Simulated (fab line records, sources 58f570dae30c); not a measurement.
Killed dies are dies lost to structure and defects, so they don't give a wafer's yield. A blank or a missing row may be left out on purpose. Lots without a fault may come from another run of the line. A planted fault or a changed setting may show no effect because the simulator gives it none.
Which tool did it? | flow berkeley_cmos170 | 15 lots, 45 wafers sampled, at 3 steps of a route of 331

WHAT THE GAUGES READ, wafer by wafer
UCB170_M3_CD_MEAS_15: target cd 700 nm. Usual: cd_nm 700.2 nm, standard deviation 1.4.
lot  | measured     | on        | cd_nm (nm)        | flag
L307 | day 9 06:41  | cd_sem-01 | 700.4 700.8 701.7 |
L305 | day 9 06:20  | cd_sem-01 | 700.4 699.4 700.5 |
L306 | day 9 07:57  | cd_sem-02 | 699.2 700.9 698.5 |
L308 | day 9 20:04  | cd_sem-01 | 700.7 699.8 699.6 |
L310 | day 10 05:55 | cd_sem-02 | 697.6 697.6 697.9 |
L311 | day 10 07:41 | cd_sem-01 | 698.8 698.3 699.9 |
L316 | day 10 23:30 | cd_sem-01 | 698.1 699.0 700.7 |
L313 | day 11 00:23 | cd_sem-02 | 700.9 700.6 700.2 |
L314 | day 11 00:30 | cd_sem-01 | 702.6 702.9 701.8 |
L318 | day 11 11:34 | cd_sem-02 | 700.1 698.8 700.6 |
L315 | day 11 11:51 | cd_sem-01 | 700.8 700.2 700.8 |
L322 | day 12 07:12 | cd_sem-01 | 700.1 701.5 701.9 |
L324 | day 13 08:55 | cd_sem-01 | 698.0 699.5 699.9 |
L326 | day 13 16:55 | cd_sem-01 | 700.2 698.0 700.4 |
L325 | day 14 00:16 | cd_sem-01 | 699.8 700.4 701.6 |

WHICH TOOL RAN EACH LOT (tool, then ch and the chambers of the sampled wafers, then the start)
lot  | UCB170_PSD_IMPLANT_08           | UCB170_M3_SPUTTER_01
L307 | implanter-02 ch 0, day 7 22:41  | pvd_sputter-03, day 9 04:07
L305 | implanter-03 ch 0, day 7 23:14  | pvd_sputter-02, day 9 03:24
L306 | implanter-02 ch 0, day 7 23:29  | pvd_sputter-01, day 9 05:18
L308 | implanter-02 ch 0, day 8 16:29  | pvd_sputter-03, day 9 17:34
L310 | implanter-03 ch 0, day 9 05:11  | pvd_sputter-01, day 10 03:19
L311 | implanter-03 ch 0, day 9 05:25  | pvd_sputter-02, day 10 05:10
L316 | implanter-03 ch 0, day 9 19:52  | pvd_sputter-02, day 10 20:58
L313 | implanter-02 ch 0, day 9 20:05  | pvd_sputter-01, day 10 22:04
L314 | implanter-03 ch 0, day 9 20:12  | pvd_sputter-03, day 10 22:20
L318 | implanter-03 ch 0, day 10 07:27 | pvd_sputter-02, day 11 05:25
L315 | implanter-03 ch 0, day 10 07:45 | pvd_sputter-01, day 11 05:41
L322 | implanter-01 ch 0, day 11 05:47 | pvd_sputter-02, day 12 05:14
L324 | implanter-02 ch 0, day 12 02:29 | pvd_sputter-03, day 13 06:11
L326 | implanter-02 ch 0, day 12 12:51 | pvd_sputter-02, day 13 14:20
L325 | implanter-01 ch 0, day 12 19:16 | pvd_sputter-02, day 13 20:45
- UCB170_PSD_IMPLANT_08
- UCB170_M3_SPUTTER_01: material Al, target thk 900 nm, time 120 s.

WHAT THE TOOLS THEMSELVES READ (means of the sampled wafers that have a number; where no wafer has one, the mark that the record gives instead)
UCB170_PSD_IMPLANT_08. Usual: beam_energy_keV 20.001, standard deviation 0.0069.
lot  | tool         | beam_energy_keV | flag
L307 | implanter-02 | 20.002          |
L305 | implanter-03 | 19.998          |
L306 | implanter-02 | 19.998          |
L308 | implanter-02 | 20.004          |
L310 | implanter-03 | 20.008          |
L311 | implanter-03 | 19.995          |
L316 | implanter-03 | 19.987          |
L313 | implanter-02 | 20.002          |
L314 | implanter-03 | 20.228          | OFF
L318 | implanter-03 | 20.229          | OFF
L315 | implanter-03 | 20.219          | OFF
L322 | implanter-01 | 20.008          |
L324 | implanter-02 | 20.004          |
L326 | implanter-02 | 20.001          |
L325 | implanter-01 | 20.000          |

UCB170_M3_SPUTTER_01. Usual: throttle_valve_pct 30.1 %, standard deviation 1.
lot  | tool           | throttle_valve_pct (%) | flag
L307 | pvd_sputter-03 | 31.2                   |
L305 | pvd_sputter-02 | 29.6                   |
L306 | pvd_sputter-01 | 30.7                   |
L308 | pvd_sputter-03 | 30.6                   |
L310 | pvd_sputter-01 | 30.8                   |
L311 | pvd_sputter-02 | 29.7                   |
L316 | pvd_sputter-02 | 29.7                   |
L313 | pvd_sputter-01 | 29.6                   |
L314 | pvd_sputter-03 | 29.6                   |
L318 | pvd_sputter-02 | 29.9                   |
L315 | pvd_sputter-01 | 29.8                   |
L322 | pvd_sputter-02 | 29.7                   |
L324 | pvd_sputter-03 | 30.3                   |
L326 | pvd_sputter-02 | 29.5                   |
L325 | pvd_sputter-02 | 29.4                   |

THE ANSWER, worked out from the rows above alone
Rule: a lot is off if the mean of its wafers that have a number lies more than 3 standard deviations from the usual mean. A lot without any number at a reading at which 4 lots or more have one is off too. The other lots that the step has rows for count as sound. The gauges are gone through in route order, then the tools' own readings, and for those a lot's mean is taken as printed above. The first step at which some lot is off is used, and at that step the reading that is off furthest; a lot without a number counts as furthest.
Off: L314, L318, L315, at UCB170_PSD_IMPLANT_08 (beam_energy_keV).
A tool fits if, at that step or a process step before it, it ran every lot that is off, and no sound lot after the first of them. One fits: implanter-03 at UCB170_PSD_IMPLANT_08. Its last sound lot is L316 (day 9 19:52), its first lot that is off L314 (day 9 20:12): a fault that began between those two fits.
The tool's own readings at UCB170_PSD_IMPLANT_08 bear it out: on the lots that are off they differ by more than 5 times the standard deviation of the sound lots' means. beam_energy_keV reads 20.225 there against 20.001 on the sound lots.

WHAT THE SIMULATOR HAD PUT IN
Process parameter drift: implanter-03, from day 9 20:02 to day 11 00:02, at UCB170_PSD_IMPLANT_08. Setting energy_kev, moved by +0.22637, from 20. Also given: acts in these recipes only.
Lots struck among those shown: L314, L318, L315. The rule above found the same.
